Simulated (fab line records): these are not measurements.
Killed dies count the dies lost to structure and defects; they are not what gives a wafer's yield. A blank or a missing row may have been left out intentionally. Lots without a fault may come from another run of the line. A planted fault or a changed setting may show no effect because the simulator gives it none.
Shared-tool check ; flow rit-cmos ; Lots sampled 14, wafers sampled 42

## WHY IT WAS OPENED
At RIT_GATE_THK_MEAS_07 the reading GATE_OXIDE_THK is flagged on 2 of 14 lots. Wafers without a fault read 3.02 nm, standard deviation 0.059.
Rule: flag the lot when none of its wafers has a number, or when each of its wafers that has one lies beyond 4 standard deviations from that mean. The other lots count as sound.

lot;measured;on;GATE_OXIDE_THK (nm), wafer by wafer;flag
L398;day 2 15:47;film-metro-04;2.99 3.07 3.07;
L400;day 2 21:07;film-metro-01;2.93 2.86 2.92;
L407;day 4 10:40;film-metro-01;3.86 3.86 3.86;FLAGGED
L409;day 4 23:49;film-metro-04;3.78 3.83 3.77;FLAGGED
L410;day 5 02:01;film-metro-04;2.98 3.03 3.01;
L411;day 5 09:33;film-metro-01;3.04 3.07 3.01;
L412;day 5 13:19;film-metro-01;3.12 2.99 3.00;
L413;day 5 16:31;film-metro-01;3.07 3.09 2.99;
L414;day 5 22:09;film-metro-04;2.89 2.90 2.91;
L415;day 6 05:19;film-metro-01;2.98 2.99 2.95;
L417;day 6 13:15;film-metro-01;3.04 3.07 3.10;
L419;day 7 00:12;film-metro-02;3.01 3.10 3.09;
L420;day 7 01:34;film-metro-04;3.11 3.12 3.07;
L421;day 7 09:47;film-metro-01;3.01 3.01 3.01;
On average the flagged lots' numbers are 3.83 nm, which is +0.81 nm against the usual, or +14 standard deviations.

## EACH LOT AND THE TOOL IT RAN ON
The record keeps 1 process step preceding the reading, out of 202 steps on the route. Each cell gives the tool, then ch followed by the chambers the sampled wafers passed through, then the start.
lot;flag;RIT_GATE_OXIDATION_05
L398;;furnace-01 ch 0, day 2 14:27
L400;;furnace-04 ch 0, day 2 19:25
L407;FLAGGED;furnace-01 ch 0, day 4 09:20
L409;FLAGGED;furnace-01 ch 0, day 4 21:10
L410;;furnace-03 ch 0, day 5 00:37
L411;;furnace-03 ch 0, day 5 07:03
L412;;furnace-03 ch 0, day 5 10:40
L413;;furnace-04 ch 0, day 5 15:10
L414;;furnace-04 ch 0, day 5 18:35
L415;;furnace-04 ch 0, day 6 02:41
L417;;furnace-03 ch 0, day 6 10:03
L419;;furnace-03 ch 0, day 6 22:53
L420;;furnace-03 ch 0, day 7 00:12
L421;;furnace-03 ch 0, day 7 06:31
These steps, and what they do:
- RIT_GATE_OXIDATION_05: target thk 3 nm, ox time 270 s.
- RIT_GATE_THK_MEAS_07

## FLAGGED AGAINST TOTAL, ONE TOOL AT A TIME (gauges that did the reading follow at the end)
step;tool;lots run;flagged;share of the flagged lots;sound lots run after its first flagged lot
RIT_GATE_OXIDATION_05;furnace-01;3;2;all;0
RIT_GATE_OXIDATION_05;furnace-03;7;0;none;-
RIT_GATE_OXIDATION_05;furnace-04;4;0;none;-
RIT_GATE_THK_MEAS_07;film-metro-01;8;1;some;6 (L411,L412,L413,L415,L417,L421)
RIT_GATE_THK_MEAS_07;film-metro-02;1;0;none;-
RIT_GATE_THK_MEAS_07;film-metro-04;5;1;some;3 (L410,L414,L420)

## WHAT THE TABLE PERMITS
Rows of the table that ran each flagged lot: 1, that is furnace-01 at RIT_GATE_OXIDATION_05.
- furnace-01 at RIT_GATE_OXIDATION_05: 2 of its 3 lots flagged. Last sound lot L398 at day 2 14:27, first flagged lot L407 at day 4 09:20; a fault beginning in between fits. Its own readings lie more than 4 standard deviations out on every wafer of the flagged lots: spike-tc-centre-C, spike-tc-load-C, spike-tc-source-C, tube-center-temp-C, tube_center_temp_C_max.
One tool is left: furnace-01 at RIT_GATE_OXIDATION_05.

## WHAT HAD BEEN PUT IN BY THE SIMULATOR
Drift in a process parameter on furnace-01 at RIT_GATE_OXIDATION_05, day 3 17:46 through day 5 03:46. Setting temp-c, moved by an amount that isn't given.
Shown lots that were struck: L407, L409. Same finding as the rule above.
